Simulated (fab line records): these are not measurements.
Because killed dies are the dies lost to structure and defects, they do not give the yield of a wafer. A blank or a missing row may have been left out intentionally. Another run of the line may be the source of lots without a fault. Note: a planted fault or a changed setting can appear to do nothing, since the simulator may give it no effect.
Which tool was responsible?    flow berkeleyCmos170    Sampling: 6 lots, 18 wafers, 4 of 331 route steps

WHAT EACH GAUGE READ, for each wafer
UCB170_M3_RS_MEAS_02: uses a four-point probe to measure.
lot   measured      on            M3_AL_RS (ohm/sq)
L745  day 8 19:20   filmMetro-03  0.0323 0.0321 0.0324
L750  day 9 07:41   filmMetro-01  0.0320 0.0323 0.0319
L748  day 9 11:59   filmMetro-04  0.0323 0.0322 0.0317
L752  day 10 08:13  filmMetro-03  0.0324 0.0325 0.0315
L757  day 10 13:10  filmMetro-01  0.0325 0.0326 0.0323
L767  day 13 08:16  filmMetro-03  0.0322 0.0592 0.0321

EACH LOT AND THE TOOL THAT RAN IT (in order: tool; ch and the chambers of the sampled wafers; start)
lot   UCB170_V1_CMP_02               UCB170_V2_CVD_00                UCB170_M3_SPUTTER_01
L745  cmp-02 ch 1,2,3, day 8 11:50   pecvd-01 ch 0,1,2, day 8 16:41  pvdSputter-01, day 8 19:15
L750  cmp-01 ch 0,2,3, day 8 21:57   pecvd-02 ch 0,1,2, day 9 05:07  pvdSputter-03, day 9 07:34
L748  cmp-01 ch 1,2,3, day 9 02:55   pecvd-04 ch 0,1,2, day 9 08:37  pvdSputter-01, day 9 11:54
L752  cmp-01 ch 0,2,3, day 9 23:22   pecvd-04 ch 1,2, day 10 04:34   pvdSputter-02, day 10 08:07
L757  cmp-01 ch 1,2, day 10 04:10    pecvd-01 ch 0,2, day 10 10:07   pvdSputter-03, day 10 13:05
L767  cmp-02 ch 1,2,3, day 12 23:38  pecvd-04 ch 0,2, day 13 05:02   pvdSputter-01, day 13 08:10
- UCB170_V1_CMP_02: polishes SiO2.
- UCB170_V2_CVD_00: deposits SiO2 from TEOS/O2, target thk 2000 nm, time 258.5 s.
- UCB170_M3_SPUTTER_01: material Al, target thk 900 nm, time 120 s.

THE ANSWER, worked out from the rows above alone
Rule: the usual values come from the lots themselves. Put in order of their means at a reading, lots are off if they are a third of the lots or fewer, leave a main group of 4 or more, and stand apart from it by a gap of 3 or more times the standard deviation of the main group's means; of several such gaps the widest counts. If all means in a main group match to the digits the tables above print for the reading, that group is not used. Also off: a lot with no number at a reading for which 4 or more lots have one. Any other lot the step has rows for is counted as sound.
Off: L767, at UCB170_M3_RS_MEAS_02 (M3_AL_RS). For the main group the mean is 0.0322 ohm/sq and the standard deviation 0.00015.
If a tool, at a process step before that reading, ran all the lots that are off and no sound lot after the first of them, it fits. Gauges at UCB170_M3_RS_MEAS_02: tried the same way as those tools. Can't be told from this: 4 tools fit, cmp-02 at UCB170_V1_CMP_02, pecvd-04 at UCB170_V2_CVD_00, pvdSputter-01 at UCB170_M3_SPUTTER_01, filmMetro-03 at UCB170_M3_RS_MEAS_02.

WHAT THE SIMULATOR HAD PUT IN
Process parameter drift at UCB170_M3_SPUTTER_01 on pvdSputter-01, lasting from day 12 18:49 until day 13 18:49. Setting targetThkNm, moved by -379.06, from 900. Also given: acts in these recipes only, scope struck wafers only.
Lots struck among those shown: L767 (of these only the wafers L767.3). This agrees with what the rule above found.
